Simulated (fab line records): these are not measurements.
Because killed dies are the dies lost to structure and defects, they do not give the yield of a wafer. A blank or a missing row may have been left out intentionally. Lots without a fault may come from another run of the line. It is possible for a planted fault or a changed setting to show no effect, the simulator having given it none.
Split-lot study ; flow berkeleyCmos170 ; route with 331 steps; 5 lots, 23 wafers read

== ABOUT THE SPLIT ==
At UCB170_NWELL_COAT_07 (resist thk 900 nm), the setting resistThkNm was moved away from the recipe's 900 nm on 7 of the 23 wafers read, by -3.6% to +4.8%. The other wafers ran this setting at the recipe's value.

== FROM THE SPLIT TO THE READING: what the file shows between them, 3 steps ==
- UCB170_NWELL_SOFTBAKE_08: time 60 s
- UCB170_NWELL_EXPOSE_09: exposes mask NWELL, target cd 3000 nm
- UCB170_NWELL_DEVELOP_11: develop time 45 s

== THE READING ==
KrF_of_NWELL_COAT_07.thkNm (the simulator's own value, which no gauge read), in nm, at UCB170_NWELL_ETCH_13 (etches Si3N4 in CH3F/Ar/O2, stops on SiO2, target depth 246.4 nm, time 154 s). The file gives no usual value for it. Average 717.7 nm, standard deviation 4.4 nm, over the 16 wafers here run with the recipe.

wafer;tool, chamber at the split;resistThkNm as run, nm;against the recipe;KrF_of_NWELL_COAT_07.thkNm, nm;against lot-mates on the recipe
L074.1;lithoTrack-03, 0;900;recipe;717;-
L074.2;lithoTrack-03, 0;900;recipe;712.8;-
L074.3;lithoTrack-03, 0;900;recipe;712;-
L074.4;lithoTrack-03, 0;900;recipe;713.9;-
L074.6;lithoTrack-03, 0;900;recipe;712.6;-
L075.1;lithoTrack-02, 0;867.3;-3.6%;689.2;-27.3
L075.3;lithoTrack-02, 0;900;recipe;716.2;-
L075.6;lithoTrack-02, 0;900;recipe;716.2;-
L075.4;lithoTrack-02, 0;867.3;-3.6%;690.6;-25.9
L075.5;lithoTrack-02, 0;900;recipe;717;-
L077.1;lithoTrack-03, 0;939.5;+4.4%;755.7;+35.0
L077.2;lithoTrack-03, 0;900;recipe;725.1;-
L077.3;lithoTrack-03, 0;939.5;+4.4%;760;+39.3
L077.4;lithoTrack-03, 0;900;recipe;714.7;-
L077.6;lithoTrack-03, 0;900;recipe;722.4;-
L079.2;lithoTrack-01, 0;943.5;+4.8%;768;+45.2
L079.3;lithoTrack-01, 0;943.5;+4.8%;766.8;+44.0
L079.4;lithoTrack-01, 0;943.5;+4.8%;767.2;+44.4
L079.5;lithoTrack-01, 0;900;recipe;719.5;-
L079.6;lithoTrack-01, 0;900;recipe;726.1;-
L081.3;lithoTrack-01, 0;900;recipe;713.8;-
L081.4;lithoTrack-01, 0;900;recipe;722.1;-
L081.6;lithoTrack-01, 0;900;recipe;721.2;-

THE FIT
A straight line over all 23 wafers: KrF_of_NWELL_COAT_07.thkNm changes by +9.31 nm for each +1% of resistThkNm; r = +0.98; the points scatter about the line by 4.5 nm.
The same after taking each lot's own level away (the mean of its wafers on the recipe; 23 wafers): +8.53 nm for each +1%; r = +0.99; scatter 3.1 nm.
That fit puts the effect of the largest move of resistThkNm on the reading at 41 nm.
The lots' own levels span 713.66 to 722.80 nm, that is 2.1 times the standard deviation above.
So the lot-to-lot level changes the slope little: the two slopes agree.
Check: +41.3 nm against its lot-mates is what the line predicts for one of the wafers moved furthest among these (+4.8%) when that wafer is left out of the fit. Against them it came out at +45.2 nm.

== THE WHOLE CHAIN: every reading that the file lists as answering this split, in the file's order ==
step;what it does;reading;change (the file's fit);r (the file's)
UCB170_NWELL_COAT_07;resist thk 900 nm;KrF_of_NWELL_COAT_07.thkNm (the simulator's own value, which no gauge read);+8.83 nm for each +1% of the setting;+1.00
UCB170_NWELL_ETCH_13;etches Si3N4 in CH3F/Ar/O2, stops on SiO2, target depth 246.4 nm, time 154 s;KrF_of_NWELL_COAT_07.thkNm (the simulator's own value, which no gauge read);+8.5 nm for each +1% of the setting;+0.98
UCB170_NWELL_STRIP_15;strips in O2;stripTimeToEndpointS;withheld for each +1% of the setting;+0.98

== FILE'S OWN FIT ==
KrF_of_NWELL_COAT_07.thkNm changes by +8.5 nm for each +1% of resistThkNm, r = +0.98.
